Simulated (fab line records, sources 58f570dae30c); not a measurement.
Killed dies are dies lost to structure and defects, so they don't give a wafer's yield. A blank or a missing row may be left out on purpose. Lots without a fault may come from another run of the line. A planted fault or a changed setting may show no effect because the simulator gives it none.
fab line records | flow berkeley_cmos170
record lots=5 wafers=15 last_day=9
route steps=331 shown M2@273 V2@292 M3@309
lots that met no fault: from a run of the same line without faults
start_h: hours from the record's first day to the start of the lot's first wafer shown | wait_h: hours since the lot's step before | " the same as in the row above | L1.1+2: a row that stands for several wafers | - no value, or no start given | * or withheld: withheld | < > ~ a bound
route shown NAME@n: a module of which the file shows steps, and the number in the route of the first | usual: mean/standard deviation of fault-free wafers | same: alike in all rows | chamber/n: place in a boat | sites: the reading at each site | _std_site: their standard deviation | _edge_site: outer sites' mean less inner sites' | radius_mm: how far each site lies from the wafer's centre | mask NAME#n: copy n | behind: the tool/chamber that last shaped the wafer | hold: why the lot was held/for how many hours/how that ended | device: the transistor (n, p or np) that didn't switch | end of line: the same wafers' tests at the end of the route | a step without rows: its recipe alone | killed: dies lost to structure and defects at the first sort, not the wafer's yield | map: a wafer's dies, x killed, . not, _ none there
set.NAME: the setting as run; set.NAME@STEP: as run at that earlier step | model.NAME: the simulator's own value behind a step, which no gauge read
lots at some steps of the route; a table a step, a row a wafer
services: from which hour (start_h, from the record's first day; less than 0 if before it) a tool's chamber was out of use, for how many hours, and why
## steps
# step UCB170_M2_RS_MEAS_02
# recipe thk_meas_gauge=four-point-probe reads=Al_of_M2_SPUTTER_01
# usual M2_AL_RS=0.0321/0.0004
# columns lot.wafer tool chamber start_h wait_h M2_AL_RS[ohm/sq]
L076.1 film_metro-03 - 164.06 0.0 0.0321
L076.2 " - " " 0.0323
L076.3 " - " " 0.0325
L078.1 film_metro-03 - 178.93 0.0 0.0321
L078.3 " - " " 0.0323
L078.4 " - " " 0.0323
L079.2 film_metro-02 - 185.50 0.1 0.0317
L079.4 " - " " 0.0319
L079.6 " - " " 0.0320
L084.1 film_metro-04 - 202.89 0.0 0.0325
L084.3 " - " " 0.0324
L084.4 " - " " 0.0324
L083.2 film_metro-03 - 203.03 0.1 0.0316
L083.3 " - " " 0.0321
L083.4 " - " " 0.0320
# step UCB170_M2_THK_MEAS_03
# recipe thk_meas_gauge=xrf reads=Al_of_M2_SPUTTER_01
# usual M2_AL_THK=900/11
# columns lot.wafer tool chamber start_h wait_h M2_AL_THK[nm]
L076.1 film_metro-03 - 164.18 0.1 908
L076.2 " - " " 903
L076.3 " - " " 897
L078.1 film_metro-03 - 179.05 0.1 901
L078.3 " - " " 902
L078.4 " - " " 899
L079.2 film_metro-02 - 185.61 0.1 909
L079.4 " - " " 913
L079.6 " - " " 907
L084.1 film_metro-04 - 203.01 0.1 881
L084.3 " - " " 881
L084.4 " - " " 884
L083.2 film_metro-03 - 203.14 0.1 916
L083.3 " - " " 902
L083.4 " - " " 909
# step UCB170_M2_HMDS_04
# recipe prime_time_s=60 prime_temp_c=100
# columns lot.wafer tool chamber start_h wait_h
L076.1+2+3 litho_track-04 0 164.24 0.1
L078.1+3+4 litho_track-02 0 179.11 0.1
L079.2+4+6 litho_track-01 0 185.70 0.1
L084.1+3+4 litho_track-04 0 203.07 0.1
L083.2+3+4 litho_track-02 0 203.21 0.1
# step UCB170_M2_COAT_05
# recipe resist=KrF spin_rpm=1521 resist_thk_nm=900
# columns lot.wafer tool chamber start_h wait_h
L076.1+2+3 litho_track-04 0 164.39 0.1
L078.1+3+4 litho_track-02 0 179.26 0.1
L079.2+4+6 litho_track-01 0 185.85 0.1
L084.1+3+4 litho_track-04 0 203.22 0.1
L083.2+3+4 litho_track-02 0 203.36 0.1
# step UCB170_M2_SOFTBAKE_06
# recipe resist=KrF temp_c=130 time_s=60
# columns lot.wafer tool chamber start_h wait_h
L076.1+2+3 litho_track-04 0 164.54 0.1
L078.1+3+4 litho_track-02 0 179.41 0.1
L079.2+4+6 litho_track-01 0 186.00 0.1
L084.1+3+4 litho_track-04 0 203.37 0.1
L083.2+3+4 litho_track-02 0 203.51 0.1
# step UCB170_M2_STRIP_07
# recipe chemistry=O2 power_w=400 pressure_mtorr=3500 platen_temp_c=withheld o2_flow_sccm=400 overash_fraction=0.5
# usual drypump_motor_current_A=5.5/0.53 oes_product_au=0.735/0.0045 strip_time_to_endpoint_s=21.84/0.06
# columns lot.wafer tool chamber start_h wait_h drypump_motor_current_A oes_product_au rf_hours_counter_h strip_time_to_endpoint_s
L076.1 plasma_asher-04 0 164.69 0.1 4.8 0.730 48 21.88
L076.2 " 1 " " 5.9 0.733 48 21.88
L076.3 " 1 " " 5.9 0.739 - 21.91
L078.1 plasma_asher-04 1 179.56 0.1 5.9 0.734 50 21.87
L078.3 " 1 " " 5.8 0.737 - 21.88
L078.4 " 0 " " 4.8 0.730 - 21.85
L079.2 plasma_asher-03 1 186.13 0.1 5.7 0.728 38 21.83
L079.4 " 0 " " 4.9 0.736 - 21.80
L079.6 " 0 " " 4.9 0.729 - 21.83
L084.1 plasma_asher-04 1 203.52 0.1 5.9 0.728 53 21.86
L084.3 " 1 " " 5.9 0.747 - 21.96
L084.4 " 0 " " 4.8 0.735 - 21.91
L083.2 plasma_asher-01 1 203.64 0.1 6.3 0.736 10 21.87
L083.3 " 0 " " 5.5 0.738 - 21.88
L083.4 " 1 " " 6.3 0.731 - 21.90
# step UCB170_M2_STRIP_08
# recipe chemistry=DMSO temp_c=80 time_s=600 material=KrF
# columns lot.wafer tool chamber start_h wait_h
L076.1+2+3 wet_bench-03 2 166.22 1.5
L078.1+3+4 wet_bench-03 2 179.66 0.1
L079.2+4+6 wet_bench-02 3 186.23 0.1
L084.1+3+4 wet_bench-02 2 203.62 0.1
L083.2+3+4 wet_bench-03 1 203.74 0.1
# step UCB170_M2_COAT_09
# recipe resist=BARC temp_c=withheld time_s=withheld spin_rpm=3000 resist_thk_nm=withheld
# columns lot.wafer tool chamber start_h wait_h
L076.1+2+3 litho_track-02 0 166.39 0.0
L078.1+3+4 litho_track-01 0 179.83 0.0
L079.2+4+6 litho_track-02 0 186.60 0.0
L084.1+3+4 litho_track-01 0 203.81 0.0
L083.2+3+4 litho_track-04 0 203.94 0.0
# step UCB170_M2_COAT_10
# recipe resist=KrF spin_rpm=1500 resist_thk_nm=900
# columns lot.wafer tool chamber start_h wait_h
L076.1+2+3 litho_track-02 0 - -
L078.1+3+4 litho_track-01 0 - -
L079.2+4+6 litho_track-02 0 - -
L084.1+3+4 litho_track-01 0 - -
L083.2+3+4 litho_track-04 0 - -
# step UCB170_M2_SOFTBAKE_11
# recipe resist=KrF temp_c=130 time_s=60
# columns lot.wafer tool chamber start_h wait_h
L076.1+2+3 litho_track-02 0 - -
L078.1+3+4 litho_track-01 0 - -
L079.2+4+6 litho_track-02 0 - -
L084.1+3+4 litho_track-01 0 - -
L083.2+3+4 litho_track-04 0 - -
# step UCB170_M2_EXPOSE_12
# recipe mask_id=METAL2 target_cd_nm=700 na=0.5 sigma_outer=0.6 source_shape=conventional dose_mj=26
# usual reticle_temp_C=23.01/0.094
# columns lot.wafer tool chamber start_h wait_h mask reticle_temp_C
L076.1 krf_scanner-01 0 166.84 - METAL2#0 22.95
L076.2 " 0 " " METAL2#0 23.10
L076.3 " 0 " " METAL2#0 22.98
L078.1 krf_scanner-02 0 180.41 - METAL2#0 22.99
L078.3 " 0 " " METAL2#0 22.94
L078.4 " 0 " " METAL2#0 22.85
L079.2 krf_scanner-02 0 187.04 - METAL2#0 23.06
L079.4 " 0 " " METAL2#0 22.88
L079.6 " 0 " " METAL2#0 23.00
L084.1 krf_scanner-01 0 204.26 - METAL2#0 22.98
L084.3 " 0 " " METAL2#0 23.00
L084.4 " 0 " " METAL2#0 23.05
L083.2 krf_scanner-02 0 204.52 - METAL2#0 23.03
L083.3 " 0 " " METAL2#0 22.98
L083.4 " 0 " " METAL2#0 22.96
# step UCB170_M2_PEB_13
# recipe peb_temp_c=130 peb_time_s=withheld resist=KrF
# columns lot.wafer tool chamber start_h wait_h
L076.1+2+3 litho_track-04 0 167.02 0.2
L078.1+3+4 litho_track-01 0 180.53 0.1
L079.2+4+6 litho_track-02 0 187.50 0.4
L084.1+3+4 litho_track-01 0 204.38 0.1
L083.2+3+4 litho_track-04 0 204.65 0.1
# step UCB170_M2_DEVELOP_14
# recipe developer=TMAH develop_time_s=45 resist=KrF dev_temp_c=21
# columns lot.wafer tool chamber start_h wait_h
L076.1+2+3 litho_track-04 0 - -
L078.1+3+4 litho_track-01 0 - -
L079.2+4+6 litho_track-02 0 - -
L084.1+3+4 litho_track-01 0 - -
L083.2+3+4 litho_track-04 0 - -
# step UCB170_M2_CD_MEAS_15
# recipe target_cd_nm=700
# usual cd_nm=700.3/1.4
# columns lot.wafer tool chamber start_h wait_h cd_nm
L076.1 cd_sem-01 - 167.29 - 699.8
L076.2 " - " " 699.6
L076.3 " - " " 699.4
L078.1 cd_sem-01 - 180.80 - 699.3
L078.3 " - " " 700.8
L078.4 " - " " 700.4
L079.2 cd_sem-02 - 187.77 - 703.5
L079.4 " - " " 702.3
L079.6 " - " " 703.0
L084.1 cd_sem-01 - 204.65 - 701.4
L084.3 " - " " 700.7
L084.4 " - " " 700.1
L083.2 cd_sem-02 - 204.92 - 699.6
L083.3 " - " " 699.0
L083.4 " - " " 699.0
# step UCB170_M2_OVL_MEAS_16
# usual M2_OVL=1/7.1
# columns lot.wafer tool chamber start_h wait_h M2_OVL[nm]
L076.1 overlay-01 - 167.41 0.1 2
L076.2 " - " " -1
L076.3 " - " " 13
L078.1 overlay-02 - 180.92 0.1 0
L078.3 " - " " 5
L078.4 " - " " -2
L079.2 overlay-02 - 187.88 0.1 -9
L079.4 " - " " -13
L079.6 " - " " -9
L084.1 overlay-01 - 204.77 0.1 12
L084.3 " - " " 11
L084.4 " - " " -13
L083.2 overlay-02 - 205.02 0.1 -1
L083.3 " - " " -7
L083.4 " - " " -7
# step UCB170_M2_ETCH_17
# recipe chemistry=N2/H2 target_depth_a=withheld overetch_a=withheld target=BARC time_s=withheld source_w=500 bias_w=100 pressure_mtorr=30 n2_flow_sccm=100 h2_flow_sccm=200
# usual drypump_motor_current_A=5.7/0.44 n2_flow_sccm=100.00/0.29 oes_product_au=0.996/0.022 rf_fwd_power_W=494.9/2 throttle_valve_pct=13.24/0.18
# columns lot.wafer tool chamber start_h wait_h drypump_motor_current_A n2_flow_sccm oes_product_au rf_fwd_power_W throttle_valve_pct
L076.1 rie_diel-03 1 167.45 0.0 5.3 99.80 0.977 494.9 13.12
L076.2 " 2 " " 5.8 100.19 0.974 491.4 13.45
L076.3 " 3 " " 5.5 99.88 1.024 498.1 13.31
L078.1 rie_diel-01 1 180.96 0.0 5.1 100.05 1.010 496.7 13.34
L078.3 " 0 " " 5.5 99.81 0.990 491.9 13.10
L078.4 " 2 " " 6.0 99.82 0.950 493.9 13.30
L079.2 rie_diel-03 0 187.91 0.0 5.8 100.06 1.005 494.4 12.95
L079.4 " 1 " " 5.3 100.14 0.973 497.3 13.11
L079.6 " 2 " " 5.8 100.22 0.987 492.5 13.45
L084.1 rie_diel-01 2 204.81 0.0 6.0 100.01 0.969 494.7 13.29
L084.3 " 3 " " 5.1 99.70 1.000 496.6 13.31
L084.4 " 1 " " 5.1 100.22 1.006 495.8 13.36
L083.2 rie_diel-03 2 205.05 0.0 5.8 100.13 0.982 490.2 13.46
L083.3 " 0 " " 5.8 99.37 0.996 496.6 12.95
L083.4 " 1 " " 5.3 99.85 0.971 494.5 13.09
# step UCB170_M2_METAL_ETCH_18
# recipe chemistry=Cl2/BCl3 target=Al stop_on=SiO2 pressure_mtorr=12 target_depth_a=11700 over_etch_frac=0.3 time_s=195 icp_w=600 bias_w=120 Cl2_flow_sccm=90 bcl3_flow_sccm=45
# usual drypump_motor_current_A=6.1/0.33 oes_product_au=0.857/0.0097 rf_fwd_power_W=597.5/1.8 throttle_valve_pct=24.7/0.31
# columns lot.wafer tool chamber start_h wait_h drypump_motor_current_A oes_product_au rf_fwd_power_W rf_hours_counter_h throttle_valve_pct
L076.1 rie_metal-01 0 167.49 - 5.8 0.855 598.8 9 24.3
L076.2 " 1 " " 6.3 0.855 594.2 6 24.5
L076.3 " 0 " " 5.8 0.848 599.0 - 24.3
L078.1 rie_metal-04 1 181.00 - 6.2 0.861 599.6 5 25.0
L078.3 " 1 " " 6.2 0.864 595.6 - 25.0
L078.4 " 0 " " 5.8 0.844 596.2 - 25.1
L079.2 rie_metal-03 1 187.95 - 5.9 0.859 596.8 2 24.5
L079.4 " 1 " " 6.0 0.845 599.2 - 24.4
L079.6 " 0 " " 6.8 0.867 600.5 - 24.8
L084.1 rie_metal-03 0 204.85 - 6.7 0.866 598.8 10 24.8
L084.3 " 1 " " 6.0 0.842 593.7 - 24.4
L084.4 " 0 " " 6.7 0.870 601.2 - 24.8
L083.2 rie_metal-04 1 205.16 - 6.2 0.863 599.3 - 25.0
L083.3 " 1 " " 6.2 0.866 599.6 - 25.0
L083.4 " 1 " " 6.2 0.863 598.3 - 25.0
# step UCB170_M2_STRIP_19
# recipe chemistry=O2 power_w=400 pressure_mtorr=3500 platen_temp_c=withheld o2_flow_sccm=400 overash_fraction=0.5
# usual drypump_motor_current_A=5.5/0.52 oes_product_au=0.560/0.015
# columns lot.wafer tool chamber start_h wait_h drypump_motor_current_A oes_product_au rf_hours_counter_h
L076.1 plasma_asher-04 0 167.68 0.1 4.8 0.581 49
L076.2 " 1 " " 5.9 0.581 49
L076.3 " 1 " " 5.9 0.581 -
L078.1 plasma_asher-03 0 181.19 0.1 4.9 0.558 37
L078.3 " 0 " " 4.9 0.566 -
L078.4 " 1 " " 5.7 0.553 -
L079.2 plasma_asher-01 0 188.14 0.1 5.5 0.560 8
L079.4 " 1 " " 6.3 0.539 -
L079.6 " 0 " " 5.5 0.555 -
L084.1 plasma_asher-04 0 205.04 0.1 4.8 0.547 53
L084.3 " 0 " " 4.8 0.558 -
L084.4 " 1 " " 5.9 0.544 -
L083.2 plasma_asher-03 0 205.47 0.2 4.9 0.547 40
L083.3 " 0 " " 4.9 0.552 -
L083.4 " 1 " " 5.7 0.561 -
# step UCB170_M2_CD_MEAS_90
# recipe target_cd_nm=700
# usual cd_nm=700/3.8
# columns lot.wafer tool chamber start_h wait_h cd_nm
L076.1 cd_sem-02 - 167.80 0.1 695
L076.2 " - " " 704
L076.3 " - " " 692
L078.1 cd_sem-02 - 181.29 0.1 693
L078.3 " - " " 694
L078.4 " - " " 705
L079.2 cd_sem-01 - 188.26 0.1 706
L079.4 " - " " 706
L079.6 " - " " 705
L084.1 cd_sem-01 - 205.14 0.1 703
L084.3 " - " " 702
L084.4 " - " " 698
L083.2 cd_sem-01 - 205.59 0.1 699
L083.3 " - " " 698
L083.4 " - " " 701
# step UCB170_V2_CVD_00
# recipe material=SiO2 target_thk_nm=2000 temp_c=390 precursor=TEOS/O2 time_s=250 rf_w=550 pressure_mtorr=9000
# usual heater_power_w=229/47 pressure_mtorr=9000/16 rf_fwd_power_W=548.6/1.6 susceptor_temp_C=390.03/0.24
# columns lot.wafer tool chamber start_h wait_h heater_power_w pressure_mtorr rf_fwd_power_W susceptor_temp_C
L076.1 pecvd-01 1 167.92 0.1 223 8996 552.4 390.04
L076.2 " 2 " " 291 9024 547.9 389.85
L076.3 " 0 " " 156 8985 550.3 389.97
L078.1 pecvd-01 1 181.41 0.1 280 8992 549.9 390.16
L078.3 " 0 " " 209 8989 545.9 389.98
L078.4 " 0 " " 137 9018 547.8 390.13
L079.2 pecvd-02 1 188.36 0.1 229 8984 548.4 389.73
L079.4 " 1 " " 181 8994 548.0 390.23
L079.6 " 0 " " 204 9031 549.0 390.16
L084.1 pecvd-01 0 205.26 0.1 144 9017 547.8 390.32
L084.3 " 2 " " 247 9002 546.3 389.51
L084.4 " 1 " " 194 9004 548.5 390.40
L083.2 pecvd-02 1 205.69 0.1 244 8980 548.6 389.84
L083.3 " 1 " " 183 8985 548.1 390.04
L083.4 " 2 " " 306 9027 546.9 389.83
# step UCB170_V2_THK_MEAS_01
# recipe reads=SiO2_of_V2_CVD_00
# usual V2_TEOS_THK=1990/27
# columns lot.wafer tool chamber start_h wait_h V2_TEOS_THK[nm]
L076.1 film_metro-01 - 168.08 0.1 1960
L076.2 " - " " 1953
L076.3 " - " " 1939
L078.1 film_metro-01 - 181.56 0.1 1994
L078.3 " - " " 1978
L078.4 " - " " 2005
L079.2 film_metro-01 - 188.52 0.1 1977
L079.4 " - " " 1987
L079.6 " - " " 2015
L084.1 film_metro-03 - 205.41 0.1 2008
L084.3 " - " " 1981
L084.4 " - " " 2019
L083.2 film_metro-04 - 205.93 0.2 1973
L083.3 " - " " 2025
L083.4 " - " " 1994
# step UCB170_V2_CMP_02
# recipe material=SiO2 down_force_psi=6 platen_rpm=60 pad_velocity_m_s=0.75398
# usual motor_current_A=15.4/1.8
# columns lot.wafer tool chamber start_h wait_h motor_current_A
L076.1 cmp-01 2 168.14 0.1 13.0
L076.3 " 0 " " 15.8
L076.2 " 1 " " 13.9
L078.4 cmp-01 3 181.62 0.0 16.6
L078.3 " 1 " " 15.0
L078.1 " 2 " " 13.1
L079.2 cmp-02 2 188.57 0.0 19.9
L079.4 " 1 " " 14.3
L079.6 " 2 " " 18.0
L084.4 cmp-01 2 205.52 0.1 13.7
L084.1 " 3 " " 15.7
L084.3 " 0 " " 14.8
L083.4 cmp-02 1 205.98 0.0 14.5
L083.2 " 2 " " 19.6
L083.3 " 0 " " 16.0
# step UCB170_V2_BOW_MEAS_03
# recipe mode=bow
# usual V2_BOW=36/7.6
# columns lot.wafer tool chamber start_h wait_h V2_BOW[um]
L076.1 film_metro-03 - 168.44 0.2 42
L076.2 " - " " 43
L076.3 " - " " 30
L078.1 film_metro-04 - 181.92 0.1 35
L078.3 " - " " 27
L078.4 " - " " 39
L079.2 film_metro-01 - 188.89 0.3 41
L079.4 " - " " 38
L079.6 " - " " 40
L084.1 film_metro-01 - 205.77 0.1 38
L084.3 " - " " 36
L084.4 " - " " 31
L083.2 film_metro-03 - 206.30 0.2 37
L083.3 " - " " 38
L083.4 " - " " 43
# step UCB170_V2_THK_MEAS_04
# recipe reads=SiO2_of_V2_CVD_00
# usual V2_POLISHED_THK=1000.5/1.4
# columns lot.wafer tool chamber start_h wait_h V2_POLISHED_THK[nm]
L076.1 film_metro-03 - 168.56 0.1 999.6
L076.2 " - " " 998.5
L076.3 " - " " 1000.7
L078.1 film_metro-04 - 182.04 0.1 1002.3
L078.3 " - " " 1001.1
L078.4 " - " " 1002.0
L079.2 film_metro-01 - 189.00 0.1 1000.2
L079.4 " - " " 1000.9
L079.6 " - " " 1001.2
L084.1 film_metro-01 - 205.89 0.1 1002.4
L084.3 " - " " 1001.7
L084.4 " - " " 1001.4
L083.2 film_metro-03 - 206.41 0.1 1000.3
L083.3 " - " " 998.1
L083.4 " - " " 999.2
# step UCB170_V2_CLEAN_05
# recipe chemistry=DIW
# columns lot.wafer tool chamber start_h wait_h
L076.1+2+3 wet_bench-02 1 168.62 0.1
L078.1+3+4 wet_bench-02 2 182.10 0.1
L079.2+4+6 wet_bench-02 1 189.05 0.0
L084.1+3+4 wet_bench-03 3 205.95 0.1
L083.2+3+4 wet_bench-03 3 206.46 0.0
# step UCB170_V2_HMDS_06
# recipe prime_time_s=60 prime_temp_c=100
# columns lot.wafer tool chamber start_h wait_h
L076.1+2+3 litho_track-03 0 168.91 0.1
L078.1+3+4 litho_track-01 0 182.29 0.0
L079.2+4+6 litho_track-04 0 189.25 0.0
L084.1+3+4 litho_track-03 0 206.13 0.0
L083.2+3+4 litho_track-04 0 206.66 0.0
# step UCB170_V2_COAT_07
# recipe resist=KrF spin_rpm=1500 resist_thk_nm=900
# columns lot.wafer tool chamber start_h wait_h
L076.1+2+3 litho_track-03 0 169.06 0.1
L078.1+3+4 litho_track-01 0 182.44 0.1
L079.2+4+6 litho_track-04 0 189.40 0.1
L084.1+3+4 litho_track-03 0 206.28 0.1
L083.2+3+4 litho_track-04 0 206.81 0.1
# step UCB170_V2_SOFTBAKE_08
# recipe resist=KrF temp_c=130 time_s=61.3
# usual plate_sensor_t_centre_C=131.41/0.0098 plate_sensor_t_edge_C=131.53/0.011
# columns lot.wafer tool chamber start_h wait_h plate_sensor_t_centre_C plate_sensor_t_edge_C
L076.1 litho_track-03 0 169.21 0.1 131.42 131.52
L076.2 " 0 " " 131.41 131.53
L076.3 " 0 " " 131.41 131.52
L078.1 litho_track-01 0 182.59 0.1 131.42 131.53
L078.3 " 0 " " 131.4 131.53
L078.4 " 0 " " 131.41 131.52
L079.2 litho_track-04 0 189.55 0.1 131.41 131.53
L079.4 " 0 " " 131.41 131.53
L079.6 " 0 " " 131.4 131.54
L084.1 litho_track-03 0 206.43 0.1 131.4 131.54
L084.3 " 0 " " 131.4 131.53
L084.4 " 0 " " 131.4 131.54
L083.2 litho_track-04 0 206.96 0.1 131.4 131.53
L083.3 " 0 " " 131.42 131.52
L083.4 " 0 " " 131.4 131.53
# step UCB170_V2_EXPOSE_09
# recipe mask_id=VIA2 target_cd_nm=700 na=0.5 sigma_outer=0.6 source_shape=conventional dose_mj=37
# usual reticle_temp_C=23.01/0.11
# columns lot.wafer tool chamber start_h wait_h mask reticle_temp_C
L076.1 krf_scanner-02 0 169.36 0.1 VIA2#0 22.93
L076.2 " 0 " " VIA2#0 23.05
L076.3 " 0 " " VIA2#0 23.06
L078.1 krf_scanner-02 0 182.74 0.1 VIA2#0 22.99
L078.3 " 0 " " VIA2#0 23.11
L078.4 " 0 " " VIA2#0 23.13
L079.2 krf_scanner-02 0 189.70 0.1 VIA2#0 23.10
L079.4 " 0 " " VIA2#0 23.16
L079.6 " 0 " " VIA2#0 23.06
L084.1 krf_scanner-01 0 206.58 0.1 VIA2#0 22.95
L084.3 " 0 " " VIA2#0 23.05
L084.4 " 0 " " VIA2#0 22.91
L083.2 krf_scanner-01 0 207.11 0.1 VIA2#0 22.98
L083.3 " 0 " " VIA2#0 22.85
L083.4 " 0 " " VIA2#0 23.02
# step UCB170_V2_PEB_10
# recipe peb_temp_c=130 peb_time_s=withheld resist=KrF
# columns lot.wafer tool chamber start_h wait_h
L076.1+2+3 litho_track-01 0 170.04 0.7
L078.1+3+4 litho_track-04 0 182.86 0.1
L079.2+4+6 litho_track-03 0 189.82 0.1
L084.1+3+4 litho_track-03 0 206.70 0.1
L083.2+3+4 litho_track-03 0 207.23 0.1
# step UCB170_V2_DEVELOP_11
# recipe developer=TMAH develop_time_s=45 resist=KrF dev_temp_c=21
# columns lot.wafer tool chamber start_h wait_h
L076.1+2+3 litho_track-01 0 - -
L078.1+3+4 litho_track-04 0 - -
L079.2+4+6 litho_track-03 0 - -
L084.1+3+4 litho_track-03 0 - -
L083.2+3+4 litho_track-03 0 - -
# step UCB170_V2_CD_MEAS_12
# recipe target_cd_nm=700
# usual cd_nm=699.5/1.5
# columns lot.wafer tool chamber start_h wait_h cd_nm
L076.1 cd_sem-02 - 170.32 - 698.3
L076.2 " - " " 698.2
L076.3 " - " " 697.9
L078.1 cd_sem-02 - 183.13 - 698.6
L078.3 " - " " 698.3
L078.4 " - " " 698.6
L079.2 cd_sem-02 - 190.09 - 699.8
L079.4 " - " " 699.2
L079.6 " - " " 701.4
L084.1 cd_sem-01 - 206.97 - 697.8
L084.3 " - " " 698.8
L084.4 " - " " 699.4
L083.2 cd_sem-01 - 207.50 - 700.3
L083.3 " - " " 700.2
L083.4 " - " " 700.5
# step UCB170_V2_OVL_MEAS_13
# usual V2_OVL=4/5.5
# columns lot.wafer tool chamber start_h wait_h V2_OVL[nm]
L076.1 overlay-02 - 170.44 0.1 4
L076.2 " - " " 8
L076.3 " - " " 11
L078.1 overlay-02 - 183.25 0.1 -13
L078.3 " - " " -2
L078.4 " - " " -4
L079.2 overlay-02 - 190.19 0.1 -1
L079.4 " - " " 9
L079.6 " - " " -3
L084.1 overlay-01 - 207.09 0.1 8
L084.3 " - " " 19
L084.4 " - " " 14
L083.2 overlay-02 - 207.60 0.1 5
L083.3 " - " " 14
L083.4 " - " " 2
# step UCB170_V2_ETCH_14
# recipe chemistry=CHF3/CF4/Ar target=SiO2 stop_on=Al CHF3_flow_sccm=45 cf4_flow_sccm=15 Ar_flow_sccm=150 pressure_mtorr=200 rf_w=700 target_depth_a=12500 over_etch_frac=0.25 time_s=291
# usual drypump_motor_current_A=6.0/0.48 mfc_ar_sccm=150.1/0.47 oes_product_au=0.879/0.0074 rf_fwd_power_W=698.4/2 throttle_valve_pct=6.94/0.089
# columns lot.wafer tool chamber start_h wait_h drypump_motor_current_A mfc_ar_sccm oes_product_au rf_fwd_power_W rf_hours_counter_h throttle_valve_pct
L076.1 rie_diel-02 1 170.47 0.0 5.8 150.1 0.882 697.7 35 6.73
L076.2 " 3 " " 6.4 150.3 0.888 700.7 1 7.03
L076.3 " 2 " " 6.5 150.2 0.875 696.4 20 6.95
L078.1 rie_diel-04 0 183.29 0.0 6.2 149.7 0.883 698.9 18 6.96
L078.3 " 1 " " 5.6 149.5 0.868 695.3 48 6.96
L078.4 " 2 " " 6.8 150.4 0.880 701.2 102 7.12
L079.2 rie_diel-02 3 190.22 0.0 6.4 149.9 0.888 698.3 2 7.05
L079.4 " 2 " " 6.5 149.6 0.869 700.1 - 6.95
L079.6 " 1 " " 5.8 150.6 0.881 696.5 - 6.75
L084.1 rie_diel-03 3 207.13 0.0 5.5 148.9 0.886 696.7 19 6.94
L084.3 " 0 " " 5.7 149.2 0.870 701.9 94 6.92
L084.4 " 2 " " 5.8 150.3 0.879 696.7 141 6.88
L083.2 rie_diel-04 2 207.63 0.0 6.7 149.4 0.875 699.2 103 7.12
L083.3 " 3 " " 6.7 149.5 0.868 697.1 21 6.95
L083.4 " 1 " " 5.5 150.4 0.870 700.7 49 6.97
# step UCB170_V2_STRIP_15
# recipe chemistry=O2 power_w=400 pressure_mtorr=3500 platen_temp_c=withheld o2_flow_sccm=400 overash_fraction=0.5
# usual drypump_motor_current_A=5.6/0.42 oes_product_au=0.722/0.0049 strip_time_to_endpoint_s=15.35/0.17
# columns lot.wafer tool chamber start_h wait_h drypump_motor_current_A oes_product_au rf_hours_counter_h strip_time_to_endpoint_s
L076.1 plasma_asher-03 1 170.65 0.1 5.7 0.725 36 15.03
L076.2 " 0 " " 4.9 0.714 36 15.31
L076.3 " 1 " " 5.6 0.725 - 15.23
L078.1 plasma_asher-03 0 183.47 0.1 4.9 0.719 37 15.45
L078.3 " 1 " " 5.7 0.724 - 15.36
L078.4 " 0 " " 4.9 0.722 - 15.16
L079.2 plasma_asher-03 0 190.40 0.1 4.8 0.724 38 15.55
L079.4 " 0 " " 4.9 0.725 - 15.30
L079.6 " 1 " " 5.7 0.720 - 15.27
L084.1 plasma_asher-03 0 207.31 0.1 4.9 0.722 40 15.37
L084.3 " 1 " " 5.7 0.727 - 15.42
L084.4 " 0 " " 4.8 0.727 - 15.41
L083.2 plasma_asher-02 1 207.81 0.1 5.6 0.717 49 15.16
L083.3 " 1 " " 5.6 0.719 - 15.32
L083.4 " 0 " " 5.7 0.718 - 15.42
# step UCB170_V2_CD_MEAS_90
# recipe target_cd_nm=700
# usual cd_nm=699.5/1.6
# columns lot.wafer tool chamber start_h wait_h cd_nm
L076.1 cd_sem-01 - 170.75 0.1 698.6
L076.2 " - " " 697.1
L076.3 " - " " 700.0
L078.1 cd_sem-02 - 183.57 0.1 698.7
L078.3 " - " " 697.5
L078.4 " - " " 698.5
L079.2 cd_sem-02 - 190.52 0.1 699.4
L079.4 " - " " 701.0
L079.6 " - " " 702.4
L084.1 cd_sem-02 - 207.41 0.1 697.5
L084.3 " - " " 698.8
L084.4 " - " " 697.9
L083.2 cd_sem-02 - 207.93 0.1 699.3
L083.3 " - " " 700.1
L083.4 " - " " 700.1
# step UCB170_M3_PRE_CLEAN_00
# recipe gas=Ar preclean_etch_time_s=60
# same preclean_etch_time_s=60
# columns lot.wafer tool chamber start_h wait_h
L076.1+2+3 pvd_sputter-02 - 170.87 0.1
L078.1+3+4 pvd_sputter-02 - 183.69 0.1
L079.2+4+6 pvd_sputter-03 - 190.62 0.1
L084.1+3+4 pvd_sputter-03 - 207.53 0.1
L083.2+3+4 pvd_sputter-01 - 208.03 0.1
# step UCB170_M3_SPUTTER_01
# recipe material=Al target_thk_nm=900 time_s=120 power_w=6000 chamber_pressure_pa=0.5
# usual cathode_dc_power_W=6000.0/1.1 throttle_valve_pct=29.9/0.64
# columns lot.wafer tool chamber start_h wait_h cathode_dc_power_W throttle_valve_pct
L076.1 pvd_sputter-02 - 170.94 0.0 5999.9 30.5
L076.2 " - " " 5998.4 30.0
L076.3 " - " " 5999.1 30.1
L078.1 pvd_sputter-02 - 183.76 0.0 6002.1 29.8
L078.3 " - " " 5999.2 30.0
L078.4 " - " " 5998.8 30.6
L079.2 pvd_sputter-03 - 190.69 0.0 6001.6 29.3
L079.4 " - " " 5999.7 31.0
L079.6 " - " " 6001.2 29.7
L084.1 pvd_sputter-03 - 207.59 0.0 6002.2 29.8
L084.3 " - " " 5998.6 29.5
L084.4 " - " " 6000.5 31.2
L083.2 pvd_sputter-01 - 208.10 0.0 6000.2 29.8
L083.3 " - " " 5999.7 30.4
L083.4 " - " " 5999.2 28.6
## services
# columns tool chamber start_h hours kind
rie_diel-01 0 140.39 6.4 repair
rie_diel-02 3 141.20 - clean
rie_diel-02 3 141.20 15.4 scheduled_down
rie_diel-02 3 141.20 15.4 vent_cycle
pecvd-01 0 149.50 - clean
pecvd-01 1 149.50 - clean
pecvd-01 2 149.50 - clean
krf_scanner-02 - 156.34 1.3 pm
rie_diel-02 0 164.85 27.0 repair
pvd_sputter-03 - 165.54 3.6 repair
cmp-01 - 171.09 7.7 repair
pecvd-01 - 180.89 0.5 repair
pvd_sputter-03 - 182.35 4.8 repair
rie_metal-04 0 199.57 26.2 repair
rie_diel-02 3 203.34 6.8 repair
pecvd-02 0 205.54 4.9 repair
krf_scanner-02 - 208.04 4.0 pm
## key
fault none
